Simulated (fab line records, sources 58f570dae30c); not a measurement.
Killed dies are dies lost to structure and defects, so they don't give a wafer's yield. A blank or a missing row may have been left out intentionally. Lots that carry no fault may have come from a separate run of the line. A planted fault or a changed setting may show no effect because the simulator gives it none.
fab line records || flow berkeley_cmos170
record: {"lots": 7, "wafers": 21, "last_day": 13}
route steps=331 shown START@1 ZERO@6
lots untouched by any fault: they come from a run of this same line in which no faults occurred
start_h: start of the lot's first displayed wafer, in hours after the record's first day || wait_h: hours elapsed since this lot's preceding step || " identical to the entry in the row above || L1.1+2: a row that stands for several wafers || - no value, or no start given || * or withheld: withheld || < > ~ a bound
route shown NAME@n: names a module that has steps shown in the file, with the first one's number in the route || usual: the fault-free wafers' mean and standard deviation || same: alike in all rows || chamber/n: place in a boat || sites: the reading at each site || _std_site: their standard deviation || _edge_site: the outer-site mean with the inner-site mean subtracted || radius_mm: how far each site lies from the wafer's centre || mask NAME#n: copy n || behind: the most recent tool/chamber to have shaped the wafer || hold: why the lot was held/for how many hours/how that ended || device: the n, p or np transistor that did not switch || end of line: at the end of the route, the tests of the same wafers || step lacking rows: just its recipe || killed: at the first sort, the dies lost to defects and structure; wafer yield is something else || map: dies across one wafer; x = killed, . = not, _ = none there
set.NAME: the setting the step ran with; set.NAME@STEP: the setting that earlier step ran with || model.NAME: the simulator's own value behind a step, which no gauge read
certain route steps with their lots: each step a table, each wafer a row
services: from which hour (start_h, from the record's first day; less than 0 if before it) a tool's chamber was out of use, for how many hours, and why
== steps ==
step: UCB170_START_BOW_MEAS_00
recipe: {"mode": "bow"}
usual: {"INCOMING_BOW": "0/6.2"}
{"lot.wafer": "L911.3", "tool": "film_metro-03", "chamber": "-", "start_h": 10.04, "wait_h": "-", "INCOMING_BOW[um]": -1}
{"lot.wafer": "L911.4", "tool": "film_metro-03", "chamber": "-", "start_h": 10.04, "wait_h": "-", "INCOMING_BOW[um]": -4}
{"lot.wafer": "L911.6", "tool": "film_metro-03", "chamber": "-", "start_h": 10.04, "wait_h": "-", "INCOMING_BOW[um]": -7}
{"lot.wafer": "L916.1", "tool": "film_metro-01", "chamber": "-", "start_h": 35.00, "wait_h": "-", "INCOMING_BOW[um]": -3}
{"lot.wafer": "L916.4", "tool": "film_metro-01", "chamber": "-", "start_h": 35.00, "wait_h": "-", "INCOMING_BOW[um]": -13}
{"lot.wafer": "L916.6", "tool": "film_metro-01", "chamber": "-", "start_h": 35.00, "wait_h": "-", "INCOMING_BOW[um]": 1}
{"lot.wafer": "L917.4", "tool": "film_metro-03", "chamber": "-", "start_h": 40.06, "wait_h": "-", "INCOMING_BOW[um]": -2}
{"lot.wafer": "L917.5", "tool": "film_metro-03", "chamber": "-", "start_h": 40.06, "wait_h": "-", "INCOMING_BOW[um]": -8}
{"lot.wafer": "L917.6", "tool": "film_metro-03", "chamber": "-", "start_h": 40.06, "wait_h": "-", "INCOMING_BOW[um]": 4}
{"lot.wafer": "L918.1", "tool": "film_metro-04", "chamber": "-", "start_h": 45.00, "wait_h": "-", "INCOMING_BOW[um]": -9}
{"lot.wafer": "L918.5", "tool": "film_metro-04", "chamber": "-", "start_h": 45.00, "wait_h": "-", "INCOMING_BOW[um]": 2}
{"lot.wafer": "L918.6", "tool": "film_metro-04", "chamber": "-", "start_h": 45.00, "wait_h": "-", "INCOMING_BOW[um]": 1}
{"lot.wafer": "L924.1", "tool": "film_metro-03", "chamber": "-", "start_h": 75.00, "wait_h": "-", "INCOMING_BOW[um]": 0}
{"lot.wafer": "L924.2", "tool": "film_metro-03", "chamber": "-", "start_h": 75.00, "wait_h": "-", "INCOMING_BOW[um]": -5}
{"lot.wafer": "L924.3", "tool": "film_metro-03", "chamber": "-", "start_h": 75.00, "wait_h": "-", "INCOMING_BOW[um]": -5}
{"lot.wafer": "L925.2", "tool": "film_metro-01", "chamber": "-", "start_h": 80.02, "wait_h": "-", "INCOMING_BOW[um]": -2}
{"lot.wafer": "L925.4", "tool": "film_metro-01", "chamber": "-", "start_h": 80.02, "wait_h": "-", "INCOMING_BOW[um]": -1}
{"lot.wafer": "L925.5", "tool": "film_metro-01", "chamber": "-", "start_h": 80.02, "wait_h": "-", "INCOMING_BOW[um]": 4}
{"lot.wafer": "L931.1", "tool": "film_metro-01", "chamber": "-", "start_h": 110.00, "wait_h": "-", "INCOMING_BOW[um]": -7}
{"lot.wafer": "L931.3", "tool": "film_metro-01", "chamber": "-", "start_h": 110.00, "wait_h": "-", "INCOMING_BOW[um]": -9}
{"lot.wafer": "L931.4", "tool": "film_metro-01", "chamber": "-", "start_h": 110.00, "wait_h": "-", "INCOMING_BOW[um]": -7}
step: UCB170_START_CLEAN_01
recipe: {"chemistry": "dHF", "dilution": "25:1", "time_s": 60}
step: UCB170_START_OXIDATION_02
recipe: {"temp_c": 950, "ambient": "O2", "target_thk_a": 200, "ox_time_s": 1800}
step: UCB170_START_THK_MEAS_03
recipe: {"reads": "SiO2_of_START_OXIDATION_02"}
usual: {"START_OXIDE_THK": "20.2/0.44"}
{"lot.wafer": "L911.3", "tool": "film_metro-03", "chamber": "-", "start_h": 11.91, "wait_h": 0.1, "START_OXIDE_THK[nm]": 19.4}
{"lot.wafer": "L911.4", "tool": "film_metro-03", "chamber": "-", "start_h": 11.91, "wait_h": 0.1, "START_OXIDE_THK[nm]": 19.2}
{"lot.wafer": "L911.6", "tool": "film_metro-03", "chamber": "-", "start_h": 11.91, "wait_h": 0.1, "START_OXIDE_THK[nm]": 18.9}
{"lot.wafer": "L916.1", "tool": "film_metro-01", "chamber": "-", "start_h": 44.18, "wait_h": 0.0, "START_OXIDE_THK[nm]": 20.5}
{"lot.wafer": "L916.4", "tool": "film_metro-01", "chamber": "-", "start_h": 44.18, "wait_h": 0.0, "START_OXIDE_THK[nm]": 20.3}
{"lot.wafer": "L916.6", "tool": "film_metro-01", "chamber": "-", "start_h": 44.18, "wait_h": 0.0, "START_OXIDE_THK[nm]": 21.0}
{"lot.wafer": "L917.4", "tool": "film_metro-01", "chamber": "-", "start_h": 44.27, "wait_h": 0.1, "START_OXIDE_THK[nm]": 20.2}
{"lot.wafer": "L917.5", "tool": "film_metro-01", "chamber": "-", "start_h": 44.27, "wait_h": 0.1, "START_OXIDE_THK[nm]": 20.2}
{"lot.wafer": "L917.6", "tool": "film_metro-01", "chamber": "-", "start_h": 44.27, "wait_h": 0.1, "START_OXIDE_THK[nm]": 20.1}
{"lot.wafer": "L918.1", "tool": "film_metro-03", "chamber": "-", "start_h": 55.62, "wait_h": 0.0, "START_OXIDE_THK[nm]": 20.4}
{"lot.wafer": "L918.5", "tool": "film_metro-03", "chamber": "-", "start_h": 55.62, "wait_h": 0.0, "START_OXIDE_THK[nm]": 20.7}
{"lot.wafer": "L918.6", "tool": "film_metro-03", "chamber": "-", "start_h": 55.62, "wait_h": 0.0, "START_OXIDE_THK[nm]": 20.5}
{"lot.wafer": "L924.1", "tool": "film_metro-03", "chamber": "-", "start_h": 82.02, "wait_h": 0.0, "START_OXIDE_THK[nm]": 20.3}
{"lot.wafer": "L924.2", "tool": "film_metro-03", "chamber": "-", "start_h": 82.02, "wait_h": 0.0, "START_OXIDE_THK[nm]": 20.3}
{"lot.wafer": "L924.3", "tool": "film_metro-03", "chamber": "-", "start_h": 82.02, "wait_h": 0.0, "START_OXIDE_THK[nm]": 19.9}
{"lot.wafer": "L925.2", "tool": "film_metro-01", "chamber": "-", "start_h": 82.03, "wait_h": 0.0, "START_OXIDE_THK[nm]": 20.9}
{"lot.wafer": "L925.4", "tool": "film_metro-01", "chamber": "-", "start_h": 82.03, "wait_h": 0.0, "START_OXIDE_THK[nm]": 20.3}
{"lot.wafer": "L925.5", "tool": "film_metro-01", "chamber": "-", "start_h": 82.03, "wait_h": 0.0, "START_OXIDE_THK[nm]": 20.2}
{"lot.wafer": "L931.1", "tool": "film_metro-04", "chamber": "-", "start_h": 114.55, "wait_h": 0.0, "START_OXIDE_THK[nm]": 20.5}
{"lot.wafer": "L931.3", "tool": "film_metro-04", "chamber": "-", "start_h": 114.55, "wait_h": 0.0, "START_OXIDE_THK[nm]": 20.3}
{"lot.wafer": "L931.4", "tool": "film_metro-04", "chamber": "-", "start_h": 114.55, "wait_h": 0.0, "START_OXIDE_THK[nm]": 20.7}
step: UCB170_START_ANNEAL_04
recipe: {"temp_c": 950, "time_s": 1200, "ambient": "N2"}
step: UCB170_ZERO_HMDS_00
recipe: {"prime_time_s": 60, "prime_temp_c": 100}
step: UCB170_ZERO_COAT_01
recipe: {"resist": "KrF", "spin_rpm": 1500, "resist_thk_nm": 900}
step: UCB170_ZERO_SOFTBAKE_02
recipe: {"resist": "KrF", "temp_c": 130, "time_s": 57.63}
step: UCB170_ZERO_EXPOSE_03
recipe: {"mask_id": "PM_MARKS", "na": 0.5, "sigma_outer": 0.6, "source_shape": "conventional", "target_cd_nm": 4000, "dose_mj": 30}
usual: {"exposure_dose_mJ_cm2": "29.997/0.028", "focus_offset_nm": "0.1/0.56"}
{"lot.wafer": "L911.3", "tool": "krf_scanner-01", "chamber": 0, "start_h": 19.30, "wait_h": 0.1, "mask": "PM_MARKS#0", "exposure_dose_mJ_cm2": 29.995, "focus_offset_nm": -0.8}
{"lot.wafer": "L911.4", "tool": "krf_scanner-01", "chamber": 0, "start_h": 19.30, "wait_h": 0.1, "mask": "PM_MARKS#0", "exposure_dose_mJ_cm2": 29.961, "focus_offset_nm": -1.1}
{"lot.wafer": "L911.6", "tool": "krf_scanner-01", "chamber": 0, "start_h": 19.30, "wait_h": 0.1, "mask": "PM_MARKS#0", "exposure_dose_mJ_cm2": 29.935, "focus_offset_nm": -0.1}
{"lot.wafer": "L916.1", "tool": "krf_scanner-01", "chamber": "-", "start_h": 55.14, "wait_h": 0.2, "mask": "PM_MARKS#0", "exposure_dose_mJ_cm2": "-", "focus_offset_nm": "-"}
{"lot.wafer": "L916.4", "tool": "krf_scanner-01", "chamber": "-", "start_h": 55.14, "wait_h": 0.2, "mask": "PM_MARKS#0", "exposure_dose_mJ_cm2": "-", "focus_offset_nm": "-"}
{"lot.wafer": "L916.6", "tool": "krf_scanner-01", "chamber": "-", "start_h": 55.14, "wait_h": 0.2, "mask": "PM_MARKS#0", "exposure_dose_mJ_cm2": "-", "focus_offset_nm": "-"}
{"lot.wafer": "L917.4", "tool": "krf_scanner-01", "chamber": "-", "start_h": 55.60, "wait_h": 0.1, "mask": "PM_MARKS#0", "exposure_dose_mJ_cm2": "-", "focus_offset_nm": "-"}
{"lot.wafer": "L917.5", "tool": "krf_scanner-01", "chamber": "-", "start_h": 55.60, "wait_h": 0.1, "mask": "PM_MARKS#0", "exposure_dose_mJ_cm2": "-", "focus_offset_nm": "-"}
{"lot.wafer": "L917.6", "tool": "krf_scanner-01", "chamber": "-", "start_h": 55.60, "wait_h": 0.1, "mask": "PM_MARKS#0", "exposure_dose_mJ_cm2": "-", "focus_offset_nm": "-"}
{"lot.wafer": "L918.1", "tool": "krf_scanner-01", "chamber": "-", "start_h": 62.38, "wait_h": 0.1, "mask": "PM_MARKS#0", "exposure_dose_mJ_cm2": "-", "focus_offset_nm": "-"}
{"lot.wafer": "L918.5", "tool": "krf_scanner-01", "chamber": "-", "start_h": 62.38, "wait_h": 0.1, "mask": "PM_MARKS#0", "exposure_dose_mJ_cm2": "-", "focus_offset_nm": "-"}
{"lot.wafer": "L918.6", "tool": "krf_scanner-01", "chamber": "-", "start_h": 62.38, "wait_h": 0.1, "mask": "PM_MARKS#0", "exposure_dose_mJ_cm2": "-", "focus_offset_nm": "-"}
{"lot.wafer": "L924.1", "tool": "krf_scanner-01", "chamber": 0, "start_h": 89.14, "wait_h": 0.1, "mask": "PM_MARKS#0", "exposure_dose_mJ_cm2": 29.995, "focus_offset_nm": 0.6}
{"lot.wafer": "L924.2", "tool": "krf_scanner-01", "chamber": 0, "start_h": 89.14, "wait_h": 0.1, "mask": "PM_MARKS#0", "exposure_dose_mJ_cm2": 29.974, "focus_offset_nm": -0.7}
{"lot.wafer": "L924.3", "tool": "krf_scanner-01", "chamber": 0, "start_h": 89.14, "wait_h": 0.1, "mask": "PM_MARKS#0", "exposure_dose_mJ_cm2": 30.030, "focus_offset_nm": 0.2}
{"lot.wafer": "L925.2", "tool": "krf_scanner-01", "chamber": 0, "start_h": 89.39, "wait_h": 0.1, "mask": "PM_MARKS#0", "exposure_dose_mJ_cm2": 30.051, "focus_offset_nm": 1.1}
{"lot.wafer": "L925.4", "tool": "krf_scanner-01", "chamber": 0, "start_h": 89.39, "wait_h": 0.1, "mask": "PM_MARKS#0", "exposure_dose_mJ_cm2": 30.006, "focus_offset_nm": 0.5}
{"lot.wafer": "L925.5", "tool": "krf_scanner-01", "chamber": 0, "start_h": 89.39, "wait_h": 0.1, "mask": "PM_MARKS#0", "exposure_dose_mJ_cm2": 30.041, "focus_offset_nm": 0.4}
{"lot.wafer": "L931.1", "tool": "krf_scanner-01", "chamber": 0, "start_h": 121.41, "wait_h": 0.3, "mask": "PM_MARKS#0", "exposure_dose_mJ_cm2": 30.018, "focus_offset_nm": -0.1}
{"lot.wafer": "L931.3", "tool": "krf_scanner-01", "chamber": 0, "start_h": 121.41, "wait_h": 0.3, "mask": "PM_MARKS#0", "exposure_dose_mJ_cm2": 30.049, "focus_offset_nm": -0.6}
{"lot.wafer": "L931.4", "tool": "krf_scanner-01", "chamber": 0, "start_h": 121.41, "wait_h": 0.3, "mask": "PM_MARKS#0", "exposure_dose_mJ_cm2": 30.030, "focus_offset_nm": 0.1}
step: UCB170_ZERO_PEB_04
recipe: {"peb_temp_c": 130, "peb_time_s": "withheld", "resist": "KrF"}
step: UCB170_ZERO_DEVELOP_05
recipe: {"developer": "TMAH", "develop_time_s": 45, "resist": "KrF", "dev_temp_c": 21}
step: UCB170_ZERO_ETCH_06
recipe: {"chemistry": "CHF3/CF4/Ar", "target": "SiO2", "time_s": 12, "pressure_mtorr": 100, "rf_w": 500, "CHF3_flow_sccm": 50, "cf4_flow_sccm": 10, "Ar_flow_sccm": 120, "over_etch_frac": 1.58}
usual: {"CHF3_flow_sccm": "50.02/0.16", "chamber_pressure_mTorr": "100.00/0.089", "drypump_motor_current_A": "5.5/0.37", "oes_product_au": "0.616/0.0092", "throttle_valve_pct": "9.20/0.16"}
{"lot.wafer": "L911.3", "tool": "rie_diel-02", "chamber": 2, "start_h": 19.82, "wait_h": "-", "CHF3_flow_sccm": 49.95, "chamber_pressure_mTorr": 100.07, "drypump_motor_current_A": 5.5, "oes_product_au": 0.612, "rf_hours_counter_h": 45, "throttle_valve_pct": 9.08}
{"lot.wafer": "L911.4", "tool": "rie_diel-02", "chamber": 3, "start_h": 19.82, "wait_h": "-", "CHF3_flow_sccm": 50.17, "chamber_pressure_mTorr": 99.87, "drypump_motor_current_A": 5.4, "oes_product_au": 0.593, "rf_hours_counter_h": 152, "throttle_valve_pct": 9.34}
{"lot.wafer": "L911.6", "tool": "rie_diel-02", "chamber": 2, "start_h": 19.82, "wait_h": "-", "CHF3_flow_sccm": 50.20, "chamber_pressure_mTorr": 100.03, "drypump_motor_current_A": 5.5, "oes_product_au": 0.619, "rf_hours_counter_h": "-", "throttle_valve_pct": 9.09}
{"lot.wafer": "L916.1", "tool": "rie_diel-03", "chamber": 1, "start_h": 56.02, "wait_h": "-", "CHF3_flow_sccm": 49.95, "chamber_pressure_mTorr": 99.98, "drypump_motor_current_A": 5.6, "oes_product_au": 0.365, "rf_hours_counter_h": 106, "throttle_valve_pct": 9.29}
{"lot.wafer": "L916.4", "tool": "rie_diel-03", "chamber": 1, "start_h": 56.02, "wait_h": "-", "CHF3_flow_sccm": 50.03, "chamber_pressure_mTorr": 100.06, "drypump_motor_current_A": 5.6, "oes_product_au": 0.375, "rf_hours_counter_h": "-", "throttle_valve_pct": 9.29}
{"lot.wafer": "L916.6", "tool": "rie_diel-03", "chamber": 3, "start_h": 56.02, "wait_h": "-", "CHF3_flow_sccm": 50.04, "chamber_pressure_mTorr": 100.08, "drypump_motor_current_A": 5.2, "oes_product_au": 0.381, "rf_hours_counter_h": "-", "throttle_valve_pct": 9.10}
{"lot.wafer": "L917.4", "tool": "rie_diel-01", "chamber": 2, "start_h": 56.09, "wait_h": "-", "CHF3_flow_sccm": 50.08, "chamber_pressure_mTorr": 99.97, "drypump_motor_current_A": 5.3, "oes_product_au": 0.388, "rf_hours_counter_h": 48, "throttle_valve_pct": 8.92}
{"lot.wafer": "L917.5", "tool": "rie_diel-01", "chamber": 2, "start_h": 56.09, "wait_h": "-", "CHF3_flow_sccm": 49.96, "chamber_pressure_mTorr": 99.94, "drypump_motor_current_A": 5.4, "oes_product_au": 0.381, "rf_hours_counter_h": "-", "throttle_valve_pct": 8.91}
{"lot.wafer": "L917.6", "tool": "rie_diel-01", "chamber": 3, "start_h": 56.09, "wait_h": "-", "CHF3_flow_sccm": 50.00, "chamber_pressure_mTorr": 99.97, "drypump_motor_current_A": 6.1, "oes_product_au": 0.381, "rf_hours_counter_h": "-", "throttle_valve_pct": 9.10}
{"lot.wafer": "L918.1", "tool": "rie_diel-03", "chamber": 3, "start_h": 62.77, "wait_h": "-", "CHF3_flow_sccm": 50.07, "chamber_pressure_mTorr": 100.10, "drypump_motor_current_A": 5.2, "oes_product_au": 0.367, "rf_hours_counter_h": 6, "throttle_valve_pct": 9.09}
{"lot.wafer": "L918.5", "tool": "rie_diel-03", "chamber": 3, "start_h": 62.77, "wait_h": "-", "CHF3_flow_sccm": 49.98, "chamber_pressure_mTorr": 100.01, "drypump_motor_current_A": 5.2, "oes_product_au": 0.372, "rf_hours_counter_h": "-", "throttle_valve_pct": 9.08}
{"lot.wafer": "L918.6", "tool": "rie_diel-03", "chamber": 0, "start_h": 62.77, "wait_h": "-", "CHF3_flow_sccm": 50.05, "chamber_pressure_mTorr": 99.99, "drypump_motor_current_A": 5.3, "oes_product_au": 0.366, "rf_hours_counter_h": "-", "throttle_valve_pct": 9.38}
{"lot.wafer": "L924.1", "tool": "rie_diel-01", "chamber": 2, "start_h": 89.81, "wait_h": "-", "CHF3_flow_sccm": 49.99, "chamber_pressure_mTorr": 100.09, "drypump_motor_current_A": 5.4, "oes_product_au": 0.631, "rf_hours_counter_h": 49, "throttle_valve_pct": 8.95}
{"lot.wafer": "L924.2", "tool": "rie_diel-01", "chamber": 3, "start_h": 89.81, "wait_h": "-", "CHF3_flow_sccm": 49.71, "chamber_pressure_mTorr": 100.05, "drypump_motor_current_A": 6.1, "oes_product_au": 0.622, "rf_hours_counter_h": 11, "throttle_valve_pct": 9.14}
{"lot.wafer": "L924.3", "tool": "rie_diel-01", "chamber": 1, "start_h": 89.81, "wait_h": "-", "CHF3_flow_sccm": 49.94, "chamber_pressure_mTorr": 100.06, "drypump_motor_current_A": 5.8, "oes_product_au": 0.621, "rf_hours_counter_h": 131, "throttle_valve_pct": 9.03}
{"lot.wafer": "L925.2", "tool": "rie_diel-03", "chamber": 2, "start_h": 89.87, "wait_h": "-", "CHF3_flow_sccm": 49.64, "chamber_pressure_mTorr": 100.00, "drypump_motor_current_A": 6.2, "oes_product_au": 0.630, "rf_hours_counter_h": 109, "throttle_valve_pct": 9.07}
{"lot.wafer": "L925.4", "tool": "rie_diel-03", "chamber": 1, "start_h": 89.87, "wait_h": "-", "CHF3_flow_sccm": 49.79, "chamber_pressure_mTorr": 100.05, "drypump_motor_current_A": 5.6, "oes_product_au": 0.610, "rf_hours_counter_h": 107, "throttle_valve_pct": 9.32}
{"lot.wafer": "L925.5", "tool": "rie_diel-03", "chamber": 2, "start_h": 89.87, "wait_h": "-", "CHF3_flow_sccm": 49.67, "chamber_pressure_mTorr": 99.94, "drypump_motor_current_A": 6.3, "oes_product_au": 0.614, "rf_hours_counter_h": "-", "throttle_valve_pct": 9.07}
{"lot.wafer": "L931.1", "tool": "rie_diel-01", "chamber": 0, "start_h": 121.80, "wait_h": "-", "CHF3_flow_sccm": 49.77, "chamber_pressure_mTorr": 99.98, "drypump_motor_current_A": 5.0, "oes_product_au": 0.610, "rf_hours_counter_h": 90, "throttle_valve_pct": 9.47}
{"lot.wafer": "L931.3", "tool": "rie_diel-01", "chamber": 3, "start_h": 121.80, "wait_h": "-", "CHF3_flow_sccm": 50.24, "chamber_pressure_mTorr": 99.99, "drypump_motor_current_A": 6.2, "oes_product_au": 0.615, "rf_hours_counter_h": 13, "throttle_valve_pct": 9.13}
{"lot.wafer": "L931.4", "tool": "rie_diel-01", "chamber": 2, "start_h": 121.80, "wait_h": "-", "CHF3_flow_sccm": 49.69, "chamber_pressure_mTorr": 99.93, "drypump_motor_current_A": 5.4, "oes_product_au": 0.628, "rf_hours_counter_h": 50, "throttle_valve_pct": 8.95}
step: UCB170_ZERO_STRIP_07
recipe: {"chemistry": "O2", "power_w": 400, "pressure_mtorr": 3500, "platen_temp_c": "withheld", "o2_flow_sccm": 400, "overash_fraction": 0.5}
usual: {"chamber_pressure_mTorr": "3501/3.6", "drypump_motor_current_A": "5.9/0.66", "oes_product_au": "0.728/0.0046", "strip_time_to_endpoint_s": "21.49/0.065"}
{"lot.wafer": "L911.3", "tool": "plasma_asher-03", "chamber": 0, "start_h": 19.87, "wait_h": 0.0, "chamber_pressure_mTorr": 3504, "drypump_motor_current_A": 6.3, "oes_product_au": 0.728, "rf_hours_counter_h": "-", "strip_time_to_endpoint_s": 21.42}
{"lot.wafer": "L911.4", "tool": "plasma_asher-03", "chamber": 1, "start_h": 19.87, "wait_h": 0.0, "chamber_pressure_mTorr": 3502, "drypump_motor_current_A": 6.6, "oes_product_au": 0.728, "rf_hours_counter_h": "-", "strip_time_to_endpoint_s": 21.40}
{"lot.wafer": "L911.6", "tool": "plasma_asher-03", "chamber": 1, "start_h": 19.87, "wait_h": 0.0, "chamber_pressure_mTorr": 3496, "drypump_motor_current_A": 6.6, "oes_product_au": 0.724, "rf_hours_counter_h": "-", "strip_time_to_endpoint_s": 21.43}
{"lot.wafer": "L916.1", "tool": "plasma_asher-03", "chamber": 1, "start_h": 56.05, "wait_h": 0.0, "chamber_pressure_mTorr": 3498, "drypump_motor_current_A": 6.6, "oes_product_au": 0.722, "rf_hours_counter_h": 33, "strip_time_to_endpoint_s": 21.49}
{"lot.wafer": "L916.4", "tool": "plasma_asher-03", "chamber": 1, "start_h": 56.05, "wait_h": 0.0, "chamber_pressure_mTorr": 3497, "drypump_motor_current_A": 6.6, "oes_product_au": 0.723, "rf_hours_counter_h": "-", "strip_time_to_endpoint_s": 21.48}
{"lot.wafer": "L916.6", "tool": "plasma_asher-03", "chamber": 0, "start_h": 56.05, "wait_h": 0.0, "chamber_pressure_mTorr": 3497, "drypump_motor_current_A": 6.3, "oes_product_au": 0.725, "rf_hours_counter_h": "-", "strip_time_to_endpoint_s": 21.44}
{"lot.wafer": "L917.4", "tool": "plasma_asher-02", "chamber": 1, "start_h": 56.15, "wait_h": 0.0, "chamber_pressure_mTorr": 3498, "drypump_motor_current_A": 4.8, "oes_product_au": 0.725, "rf_hours_counter_h": "-", "strip_time_to_endpoint_s": 21.52}
{"lot.wafer": "L917.5", "tool": "plasma_asher-02", "chamber": 1, "start_h": 56.15, "wait_h": 0.0, "chamber_pressure_mTorr": 3500, "drypump_motor_current_A": 4.8, "oes_product_au": 0.720, "rf_hours_counter_h": "-", "strip_time_to_endpoint_s": 21.46}
{"lot.wafer": "L917.6", "tool": "plasma_asher-02", "chamber": 0, "start_h": 56.15, "wait_h": 0.0, "chamber_pressure_mTorr": 3494, "drypump_motor_current_A": 5.4, "oes_product_au": 0.729, "rf_hours_counter_h": "-", "strip_time_to_endpoint_s": 21.51}
{"lot.wafer": "L918.1", "tool": "plasma_asher-04", "chamber": 0, "start_h": 62.79, "wait_h": 0.0, "chamber_pressure_mTorr": 3497, "drypump_motor_current_A": 6.5, "oes_product_au": 0.730, "rf_hours_counter_h": 28, "strip_time_to_endpoint_s": 21.57}
{"lot.wafer": "L918.5", "tool": "plasma_asher-04", "chamber": 1, "start_h": 62.79, "wait_h": 0.0, "chamber_pressure_mTorr": 3499, "drypump_motor_current_A": 5.7, "oes_product_au": 0.717, "rf_hours_counter_h": "-", "strip_time_to_endpoint_s": 21.56}
{"lot.wafer": "L918.6", "tool": "plasma_asher-04", "chamber": 0, "start_h": 62.79, "wait_h": 0.0, "chamber_pressure_mTorr": 3509, "drypump_motor_current_A": 6.5, "oes_product_au": 0.729, "rf_hours_counter_h": "-", "strip_time_to_endpoint_s": 21.60}
{"lot.wafer": "L924.1", "tool": "plasma_asher-03", "chamber": 1, "start_h": 89.83, "wait_h": 0.0, "chamber_pressure_mTorr": 3504, "drypump_motor_current_A": 6.6, "oes_product_au": 0.732, "rf_hours_counter_h": 36, "strip_time_to_endpoint_s": 21.37}
{"lot.wafer": "L924.2", "tool": "plasma_asher-03", "chamber": 0, "start_h": 89.83, "wait_h": 0.0, "chamber_pressure_mTorr": 3505, "drypump_motor_current_A": 6.3, "oes_product_au": 0.734, "rf_hours_counter_h": 36, "strip_time_to_endpoint_s": 21.37}
{"lot.wafer": "L924.3", "tool": "plasma_asher-03", "chamber": 0, "start_h": 89.83, "wait_h": 0.0, "chamber_pressure_mTorr": 3503, "drypump_motor_current_A": 6.3, "oes_product_au": 0.736, "rf_hours_counter_h": "-", "strip_time_to_endpoint_s": 21.46}
{"lot.wafer": "L925.2", "tool": "plasma_asher-02", "chamber": 0, "start_h": 89.89, "wait_h": 0.0, "chamber_pressure_mTorr": 3505, "drypump_motor_current_A": 5.4, "oes_product_au": 0.730, "rf_hours_counter_h": 33, "strip_time_to_endpoint_s": 21.55}
{"lot.wafer": "L925.4", "tool": "plasma_asher-02", "chamber": 0, "start_h": 89.89, "wait_h": 0.0, "chamber_pressure_mTorr": 3506, "drypump_motor_current_A": 5.4, "oes_product_au": 0.723, "rf_hours_counter_h": "-", "strip_time_to_endpoint_s": 21.50}
{"lot.wafer": "L925.5", "tool": "plasma_asher-02", "chamber": 1, "start_h": 89.89, "wait_h": 0.0, "chamber_pressure_mTorr": 3507, "drypump_motor_current_A": 4.8, "oes_product_au": 0.729, "rf_hours_counter_h": "-", "strip_time_to_endpoint_s": 21.60}
{"lot.wafer": "L931.1", "tool": "plasma_asher-02", "chamber": 1, "start_h": 121.83, "wait_h": 0.0, "chamber_pressure_mTorr": 3499, "drypump_motor_current_A": 4.8, "oes_product_au": 0.728, "rf_hours_counter_h": 0, "strip_time_to_endpoint_s": 21.53}
{"lot.wafer": "L931.3", "tool": "plasma_asher-02", "chamber": 0, "start_h": 121.83, "wait_h": 0.0, "chamber_pressure_mTorr": 3495, "drypump_motor_current_A": 5.4, "oes_product_au": 0.732, "rf_hours_counter_h": "-", "strip_time_to_endpoint_s": 21.56}
{"lot.wafer": "L931.4", "tool": "plasma_asher-02", "chamber": 1, "start_h": 121.83, "wait_h": 0.0, "chamber_pressure_mTorr": 3496, "drypump_motor_current_A": 4.8, "oes_product_au": 0.735, "rf_hours_counter_h": "-", "strip_time_to_endpoint_s": 21.56}
== services ==
{"tool": "rie_diel-01", "chamber": 2, "start_h": -3.35, "hours": 15.4, "kind": "repair"}
{"tool": "plasma_asher-04", "chamber": "-", "start_h": -0.86, "hours": 2.8, "kind": "pm"}
{"tool": "krf_scanner-01", "chamber": "-", "start_h": 3.78, "hours": 1.3, "kind": "pm"}
{"tool": "plasma_asher-02", "chamber": "-", "start_h": 16.12, "hours": 9.8, "kind": "repair"}
{"tool": "plasma_asher-04", "chamber": "-", "start_h": 37.91, "hours": 0.8, "kind": "repair"}
{"tool": "rie_diel-03", "chamber": 0, "start_h": 41.22, "hours": 15.1, "kind": "repair"}
{"tool": "rie_diel-01", "chamber": 2, "start_h": 56.41, "hours": 6.3, "kind": "repair"}
{"tool": "krf_scanner-01", "chamber": "-", "start_h": 70.66, "hours": 4.0, "kind": "pm"}
{"tool": "krf_scanner-01", "chamber": 0, "start_h": 87.77, "hours": "-", "kind": "calibration"}
{"tool": "plasma_asher-04", "chamber": "-", "start_h": 92.12, "hours": 1.1, "kind": "repair"}
{"tool": "rie_diel-03", "chamber": 2, "start_h": 92.48, "hours": 4.6, "kind": "repair"}
{"tool": "krf_scanner-01", "chamber": "-", "start_h": 100.77, "hours": 3.6, "kind": "pm"}
{"tool": "plasma_asher-02", "chamber": "-", "start_h": 108.75, "hours": 9.0, "kind": "pm"}
{"tool": "plasma_asher-02", "chamber": 0, "start_h": 108.75, "hours": 9.0, "kind": "vent_cycle"}
{"tool": "plasma_asher-02", "chamber": 1, "start_h": 108.75, "hours": 9.0, "kind": "vent_cycle"}
{"tool": "krf_scanner-01", "chamber": "-", "start_h": 111.60, "hours": 0.8, "kind": "pm"}
{"tool": "plasma_asher-02", "chamber": 0, "start_h": 117.75, "hours": "-", "kind": "clean"}
{"tool": "plasma_asher-02", "chamber": 1, "start_h": 117.75, "hours": "-", "kind": "clean"}
== key ==
first_sign: {"step": "UCB170_ZERO_EXPOSE_03", "reading": "tool_record", "direction": "missing"}
effect: {"step": "UCB170_ZERO_ETCH_06", "reading": "oes_product_au", "direction": "down", "sigmas": 26, "usual": 0.616, "struck": 0.375}
met_at UCB170_ZERO_EXPOSE_03
struck_wafers L916.1,L916.4,L916.6,L917.4,L917.5,L917.6,L918.1,L918.5,L918.6
later_rows_left_out L916.1,L916.4,L916.6,L917.4,L917.5,L917.6,L918.1,L918.5,L918.6
sort_left_out L916.1,L916.4,L916.6,L917.4,L917.5,L917.6,L918.1,L918.5,L918.6
tester_left_out L916,L917,L918
onset_between 19.30 55.14
fault: {"kind": "skipped_step_whole", "tool": "krf_scanner-01", "chamber": "-", "onset_h": 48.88, "steps": "UCB170_ZERO_EXPOSE_03", "scope": "struck_lots_only"}
tester_left_out: of these lots the tester's yield and bins aren't shown, on N5 and GAA mostly nor the transistor test; their killed dies are dies lost to structure and defects alone, not to doping, threshold or leakage, so they don't give the yield
sort_left_out: the simulated sort isn't trusted on such a fault, so these wafers' sort isn't shown, and their yield isn't known
later_rows_left_out: the simulator's readings of these wafers behind a module that went badly wrong aren't trusted and aren't shown, but for the sort
